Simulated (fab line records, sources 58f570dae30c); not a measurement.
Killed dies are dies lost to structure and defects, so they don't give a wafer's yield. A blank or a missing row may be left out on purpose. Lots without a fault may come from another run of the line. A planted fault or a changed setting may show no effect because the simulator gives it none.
A sampling plan put to the test | flow berkeley_cmos170 | one fab line, 39 faults that these records tell of, each judged on the records of the lots that it struck
The plan is the line's own looks: the steps of the route at which a gauge or an inspection reads the wafer and doesn't change it. A look can be judged if struck wafers have a number there and the file gives its usual mean and standard deviation on fault-free wafers. Caught: at a look after the fault's first step, the mean of the struck wafers lies 4 or more of those standard deviations (sigma) from the usual mean. On the tool: the same test on the tool's own readings at the fault's steps. Another recipe on the struck wafers, or a record that is blank for them alone, also counts as caught.

THE FAULTS, as the simulator had put them in
1. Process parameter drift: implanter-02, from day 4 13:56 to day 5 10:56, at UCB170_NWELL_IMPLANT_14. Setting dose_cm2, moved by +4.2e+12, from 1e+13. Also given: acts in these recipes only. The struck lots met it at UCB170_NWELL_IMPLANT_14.
2. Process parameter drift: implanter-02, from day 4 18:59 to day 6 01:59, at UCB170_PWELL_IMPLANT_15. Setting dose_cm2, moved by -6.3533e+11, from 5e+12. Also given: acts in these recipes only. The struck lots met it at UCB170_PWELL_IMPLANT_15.
3. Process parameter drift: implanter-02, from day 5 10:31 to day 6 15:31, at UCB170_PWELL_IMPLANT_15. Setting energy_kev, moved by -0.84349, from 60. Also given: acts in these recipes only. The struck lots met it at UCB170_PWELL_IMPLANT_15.
4. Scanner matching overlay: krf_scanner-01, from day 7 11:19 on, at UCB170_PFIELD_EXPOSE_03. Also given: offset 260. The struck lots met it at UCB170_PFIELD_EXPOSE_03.
5. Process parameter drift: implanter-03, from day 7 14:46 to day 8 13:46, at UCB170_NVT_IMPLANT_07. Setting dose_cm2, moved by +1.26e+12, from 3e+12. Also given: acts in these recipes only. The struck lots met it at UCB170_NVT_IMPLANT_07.
6. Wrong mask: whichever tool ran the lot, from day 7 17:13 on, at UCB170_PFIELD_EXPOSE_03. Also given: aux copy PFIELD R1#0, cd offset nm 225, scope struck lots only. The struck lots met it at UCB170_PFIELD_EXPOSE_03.
7. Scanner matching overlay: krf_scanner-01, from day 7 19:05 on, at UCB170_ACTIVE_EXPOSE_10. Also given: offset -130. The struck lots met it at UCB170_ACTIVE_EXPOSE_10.
8. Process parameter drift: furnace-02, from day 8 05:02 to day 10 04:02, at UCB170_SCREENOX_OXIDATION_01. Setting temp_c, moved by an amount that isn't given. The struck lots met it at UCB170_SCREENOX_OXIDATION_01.
9. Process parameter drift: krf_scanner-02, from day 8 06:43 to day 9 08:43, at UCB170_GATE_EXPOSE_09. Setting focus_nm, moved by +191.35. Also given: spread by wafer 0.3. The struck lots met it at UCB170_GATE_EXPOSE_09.
10. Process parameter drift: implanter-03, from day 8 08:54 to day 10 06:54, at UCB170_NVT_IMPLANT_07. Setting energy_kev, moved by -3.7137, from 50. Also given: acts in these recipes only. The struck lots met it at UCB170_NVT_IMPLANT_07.
11. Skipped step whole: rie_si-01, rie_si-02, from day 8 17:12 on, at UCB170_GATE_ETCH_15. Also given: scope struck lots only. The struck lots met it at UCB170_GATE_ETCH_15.
12. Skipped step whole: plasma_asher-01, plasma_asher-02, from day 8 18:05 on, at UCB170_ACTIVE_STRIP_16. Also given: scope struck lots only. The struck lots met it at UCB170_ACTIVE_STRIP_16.
13. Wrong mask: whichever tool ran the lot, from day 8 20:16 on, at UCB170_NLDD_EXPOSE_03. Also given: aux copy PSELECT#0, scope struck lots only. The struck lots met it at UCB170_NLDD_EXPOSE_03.
14. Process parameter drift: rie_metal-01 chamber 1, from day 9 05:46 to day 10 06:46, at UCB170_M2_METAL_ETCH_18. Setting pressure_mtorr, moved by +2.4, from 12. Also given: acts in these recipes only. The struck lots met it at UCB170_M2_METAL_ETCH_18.
15. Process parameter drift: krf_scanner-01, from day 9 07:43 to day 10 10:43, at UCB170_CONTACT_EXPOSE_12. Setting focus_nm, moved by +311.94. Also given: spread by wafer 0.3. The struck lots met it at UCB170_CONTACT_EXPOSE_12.
16. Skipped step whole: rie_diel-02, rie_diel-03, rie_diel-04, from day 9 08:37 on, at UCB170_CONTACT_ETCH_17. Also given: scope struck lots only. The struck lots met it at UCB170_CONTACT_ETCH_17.
17. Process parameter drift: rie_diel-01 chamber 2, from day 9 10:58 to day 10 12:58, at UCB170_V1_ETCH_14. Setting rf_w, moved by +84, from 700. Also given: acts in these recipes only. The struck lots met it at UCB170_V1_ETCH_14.
18. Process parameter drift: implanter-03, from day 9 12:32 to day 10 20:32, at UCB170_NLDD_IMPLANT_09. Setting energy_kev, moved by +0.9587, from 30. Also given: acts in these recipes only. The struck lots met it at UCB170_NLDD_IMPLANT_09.
19. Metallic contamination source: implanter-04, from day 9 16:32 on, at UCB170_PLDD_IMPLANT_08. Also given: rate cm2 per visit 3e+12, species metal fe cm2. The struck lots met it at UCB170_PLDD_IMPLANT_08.
20. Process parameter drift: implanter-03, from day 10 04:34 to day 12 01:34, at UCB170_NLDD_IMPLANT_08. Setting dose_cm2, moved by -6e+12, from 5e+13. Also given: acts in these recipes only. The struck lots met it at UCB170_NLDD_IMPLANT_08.
21. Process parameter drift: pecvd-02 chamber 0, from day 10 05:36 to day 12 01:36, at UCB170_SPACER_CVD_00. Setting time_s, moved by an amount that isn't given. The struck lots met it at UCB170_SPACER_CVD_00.
22. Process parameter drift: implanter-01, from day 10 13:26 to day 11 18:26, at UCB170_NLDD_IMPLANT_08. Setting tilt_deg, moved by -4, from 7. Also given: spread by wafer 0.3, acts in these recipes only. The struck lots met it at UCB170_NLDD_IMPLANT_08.
23. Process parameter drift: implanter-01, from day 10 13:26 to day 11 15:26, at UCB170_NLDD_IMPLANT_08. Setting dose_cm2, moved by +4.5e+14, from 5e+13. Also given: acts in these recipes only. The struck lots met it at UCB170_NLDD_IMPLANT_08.
24. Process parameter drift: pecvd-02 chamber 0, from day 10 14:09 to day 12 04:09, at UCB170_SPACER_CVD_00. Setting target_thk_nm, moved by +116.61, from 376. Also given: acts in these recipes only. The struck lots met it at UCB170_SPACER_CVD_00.
25. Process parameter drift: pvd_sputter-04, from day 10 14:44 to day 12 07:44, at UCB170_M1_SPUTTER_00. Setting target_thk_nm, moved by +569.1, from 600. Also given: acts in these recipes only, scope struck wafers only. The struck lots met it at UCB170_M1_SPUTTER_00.
26. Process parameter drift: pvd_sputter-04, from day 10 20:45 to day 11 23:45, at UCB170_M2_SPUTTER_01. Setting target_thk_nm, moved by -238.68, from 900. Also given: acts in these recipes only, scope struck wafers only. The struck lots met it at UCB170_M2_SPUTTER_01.
27. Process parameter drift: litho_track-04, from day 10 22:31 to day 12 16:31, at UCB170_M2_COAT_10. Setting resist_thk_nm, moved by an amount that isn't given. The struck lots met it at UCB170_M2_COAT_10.
28. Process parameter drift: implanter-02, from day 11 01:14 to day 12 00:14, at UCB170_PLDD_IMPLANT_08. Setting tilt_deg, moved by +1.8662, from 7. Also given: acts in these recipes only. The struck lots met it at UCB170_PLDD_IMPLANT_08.
29. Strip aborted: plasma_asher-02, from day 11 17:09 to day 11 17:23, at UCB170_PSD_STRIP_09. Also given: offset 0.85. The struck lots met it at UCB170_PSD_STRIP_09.
30. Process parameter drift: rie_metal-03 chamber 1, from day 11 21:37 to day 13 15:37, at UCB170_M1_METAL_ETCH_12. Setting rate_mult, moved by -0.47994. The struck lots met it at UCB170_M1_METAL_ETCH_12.
31. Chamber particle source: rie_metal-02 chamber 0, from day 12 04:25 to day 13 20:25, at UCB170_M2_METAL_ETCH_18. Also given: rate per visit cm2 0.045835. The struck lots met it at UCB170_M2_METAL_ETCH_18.
32. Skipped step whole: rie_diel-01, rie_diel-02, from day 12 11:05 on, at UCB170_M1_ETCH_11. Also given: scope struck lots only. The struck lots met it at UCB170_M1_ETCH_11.
33. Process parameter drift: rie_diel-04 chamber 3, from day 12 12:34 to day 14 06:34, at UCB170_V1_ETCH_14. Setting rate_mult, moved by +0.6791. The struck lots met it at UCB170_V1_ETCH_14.
34. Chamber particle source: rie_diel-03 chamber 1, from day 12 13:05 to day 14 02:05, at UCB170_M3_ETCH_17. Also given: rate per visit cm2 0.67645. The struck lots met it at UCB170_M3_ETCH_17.
35. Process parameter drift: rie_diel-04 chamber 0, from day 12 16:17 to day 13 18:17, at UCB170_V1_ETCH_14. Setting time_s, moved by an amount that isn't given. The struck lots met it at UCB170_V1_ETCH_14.
36. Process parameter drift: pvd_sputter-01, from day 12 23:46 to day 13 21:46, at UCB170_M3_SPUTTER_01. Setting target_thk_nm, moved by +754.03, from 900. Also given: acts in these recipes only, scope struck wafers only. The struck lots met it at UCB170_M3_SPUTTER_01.
37. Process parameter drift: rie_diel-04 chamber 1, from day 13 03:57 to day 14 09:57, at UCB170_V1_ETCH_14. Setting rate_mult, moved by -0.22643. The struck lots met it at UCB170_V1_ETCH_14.
38. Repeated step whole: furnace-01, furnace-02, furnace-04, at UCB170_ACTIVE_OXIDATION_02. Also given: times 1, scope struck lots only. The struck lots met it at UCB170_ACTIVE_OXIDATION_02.
39. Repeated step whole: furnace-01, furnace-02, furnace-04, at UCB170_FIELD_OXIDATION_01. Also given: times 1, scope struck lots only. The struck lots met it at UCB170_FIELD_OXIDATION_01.

WHAT THE PLAN SAW
fault | on the tool itself                               | first look that catches it                      | reading, sigma                                                | median hours from its first step to that look | hours from the fault's start to the first struck lot there | judged looks passed uncaught
1     | dose_ions_cm2 +99 or beyond sigma                | UCB170_NWELL_TW_MEAS_16                         | NWELL_TW +15                                                  | 0.2                                           | 3                                                          | 0
2     | dose_ions_cm2 -99 or beyond sigma                | UCB170_PWELL_TW_MEAS_17                         | PWELL_TW -5.3                                                 | 0.2                                           | 11                                                         | 0
3     | beam_energy_keV -42 sigma                        | no look after it can be judged                  | -                                                             | -                                             | -                                                          | 0
4     | no reading that can be judged                    | UCB170_PFIELD_OVL_MEAS_06                       | PFIELD_OVL +48                                                | 0.4                                           | 6                                                          | 0
5     | dose_ions_cm2 +99 or beyond sigma                | UCB170_NVT_TW_MEAS_09                           | NVT_TW +12                                                    | 0.2                                           | 0                                                          | 0
6     | no reading that can be judged                    | no look after it can be judged                  | -                                                             | -                                             | -                                                          | 0
7     | no reading that can be judged                    | UCB170_ACTIVE_OVL_MEAS_14                       | ACTIVE_OVL -25                                                | 0.5                                           | 5                                                          | 0
8     | tube_center_temp_C -99 or beyond sigma           | UCB170_SCREENOX_THK_MEAS_02                     | SCREENOX_OXIDE_THK -38                                        | 1.7                                           | 14                                                         | 0
9     | no reading that can be judged                    | none of the 2 looks that can be judged after it | strongest: cd_nm at UCB170_GATE_CD_MEAS_12, -2.3              | -                                             | -                                                          | 2
10    | beam_energy_keV -99 or beyond sigma              | no look after it can be judged                  | -                                                             | -                                             | -                                                          | 0
11    | the tool's record is blank for the struck wafers | no look after it can be judged                  | -                                                             | -                                             | -                                                          | 0
12    | the tool's record is blank for the struck wafers | not the one look that can be judged after it    | -                                                             | -                                             | -                                                          | 1
13    | under 2 sigma                                    | UCB170_NLDD_TW_MEAS_11                          | NLDD_TW -99 or beyond                                         | 1.3                                           | 6                                                          | 0
14    | chamber_pressure_mTorr +99 or beyond sigma       | no look after it can be judged                  | -                                                             | -                                             | -                                                          | 0
15    | exposure_dose_mJ_cm2 -7.6 sigma                  | not the one look that can be judged after it    | strongest: cd_nm at UCB170_CONTACT_CD_MEAS_15, +2.2           | -                                             | -                                                          | 1
16    | the tool's record is blank for the struck wafers | no look after it can be judged                  | -                                                             | -                                             | -                                                          | 0
17    | rf_fwd_power_W +43 sigma                         | no look after it can be judged                  | -                                                             | -                                             | -                                                          | 0
18    | beam_energy_keV +97 sigma                        | no look after it can be judged                  | -                                                             | -                                             | -                                                          | 0
19    | under 2 sigma                                    | none of the 7 looks that can be judged after it | -                                                             | -                                             | -                                                          | 7
20    | dose_ions_cm2 -99 or beyond sigma                | UCB170_SDANNEAL_RS_MEAS_05                      | NLDD_RS +16                                                   | 15.5                                          | 21                                                         | 0
21    | run_length_s +5.0 sigma                          | not the one look that can be judged after it    | strongest: SPACER_TEOS_THK at UCB170_SPACER_THK_MEAS_01, +2.5 | -                                             | -                                                          | 1
22    | under 2 sigma                                    | UCB170_SDANNEAL_RS_MEAS_05                      | NLDD_RS -35                                                   | 15.2                                          | 12                                                         | 1
23    | dose_ions_cm2 +99 or beyond sigma                | UCB170_NLDD_TW_MEAS_11                          | NLDD_TW +65                                                   | 0.4                                           | 3                                                          | 0
24    | under 2 sigma                                    | UCB170_SPACER_THK_MEAS_01                       | SPACER_TEOS_THK +21                                           | 0.0                                           | 3                                                          | 0
25    | under 2 sigma                                    | UCB170_M1_RS_MEAS_01                            | M1_AL_RS -58                                                  | 0.1                                           | 4                                                          | 0
26    | under 2 sigma                                    | UCB170_M2_RS_MEAS_02                            | M2_AL_RS +40                                                  | 0.1                                           | 18                                                         | 0
27    | no reading that can be judged                    | UCB170_M2_CD_MEAS_15                            | cd_nm -4.2                                                    | 1.2                                           | 20                                                         | 0
28    | tilt_deg +89 sigma                               | not the one look that can be judged after it    | -                                                             | -                                             | -                                                          | 1
29    | oes_product_au -36 sigma                         | UCB170_NSD_TW_MEAS_10                           | NSD_TW -99 or beyond                                          | 4.8                                           | 5                                                          | 0
30    | oes_product_au -17 sigma                         | UCB170_M1_CD_MEAS_90                            | cd_nm +8.6                                                    | 0.3                                           | 11                                                         | 0
31    | under 2 sigma                                    | not the one look that can be judged after it    | -                                                             | -                                             | -                                                          | 1
32    | the tool's record is blank for the struck wafers | no look after it can be judged                  | -                                                             | -                                             | -                                                          | 0
33    | under 2 sigma                                    | UCB170_V1_CD_MEAS_90                            | cd_nm +5.2                                                    | 0.3                                           | 7                                                          | 0
34    | under 2 sigma                                    | no look after it can be judged                  | -                                                             | -                                             | -                                                          | 0
35    | run_length_s -99 or beyond sigma                 | no look after it can be judged                  | -                                                             | -                                             | -                                                          | 0
36    | under 2 sigma                                    | UCB170_M3_RS_MEAS_02                            | M3_AL_RS -47                                                  | 0.1                                           | 4                                                          | 0
37    | under 2 sigma                                    | no look after it can be judged                  | -                                                             | -                                             | -                                                          | 0
38    | under 2 sigma                                    | UCB170_ACTIVE_THK_MEAS_03                       | ACTIVE_OXIDE_THK +28                                          | 5.7                                           | -                                                          | 0
39    | under 2 sigma                                    | UCB170_FIELD_THK_MEAS_02                        | FIELD_OXIDE_THK +35                                           | 8.1                                           | -                                                          | 0
A dash: the fault isn't caught, or these records don't give the number.

Caught at a look: 20 of 39. Caught on the tool: 21 of 39. By one or the other: 33 of 39.
Caught on the tool alone: faults 3, 10, 11, 12, 14, 15, 16, 17, 18, 21, 28, 32, 35.
Caught at a look alone: faults 4, 7, 13, 22, 24, 25, 26, 27, 33, 36, 38, 39.
Caught by neither: faults 6, 9, 19, 31, 34, 37.

THINNER SAMPLING
If the look that catches a fault measured only every second or every third lot, by lot number, the first struck lot would be measured this late in the worst case:
fault | struck lots at that look, in order of time | every lot | every second lot | every third lot
1     | L113, L114                                 | 3 h       | 11 h             | may miss all 2
2     | L394, L395, L397                           | 11 h      | 20 h             | may miss all 3
4     | L667, L671, L673                           | 6 h       | may miss all 3   | may miss all 3
5     | L980, L981                                 | 0 h       | 0 h              | may miss all 2
7     | L219, L220, L222, L226                     | 5 h       | 14 h             | may miss all 4
8     | L914, L915                                 | 14 h      | 14 h             | may miss all 2
13    | L943                                       | 6 h       | may miss it      | may miss it
20    | L465, L471                                 | 21 h      | may miss all 2   | may miss all 2
22    | L667, L669, L668                           | 12 h      | 34 h             | 34 h
23    | L229, L230, L231                           | 3 h       | 19 h             | 19 h
24    | L143                                       | 3 h       | may miss it      | may miss it
25    | L259, L262                                 | 4 h       | 16 h             | may miss all 2
26    | L386                                       | 18 h      | may miss it      | may miss it
27    | L332, L335                                 | 20 h      | 40 h             | may miss all 2
29    | L775                                       | 5 h       | may miss it      | may miss it
30    | L598, L601                                 | 11 h      | 33 h             | may miss all 2
33    | L908                                       | 7 h       | may miss it      | may miss it
36    | L897, L900                                 | 4 h       | 19 h             | may miss all 2
Hours are from the fault's start to the first struck lot that is measured. The limit of 4 sigma was tested on all struck wafers together, so one lot alone may lie under it. Other struck lots may not be in these records.

THE LONGEST TIMED WAY FROM STEP TO LOOK
Fault 20: a median of 15.5 hours passes between UCB170_NLDD_IMPLANT_08 and UCB170_SDANNEAL_RS_MEAS_05. No look between them can be judged.
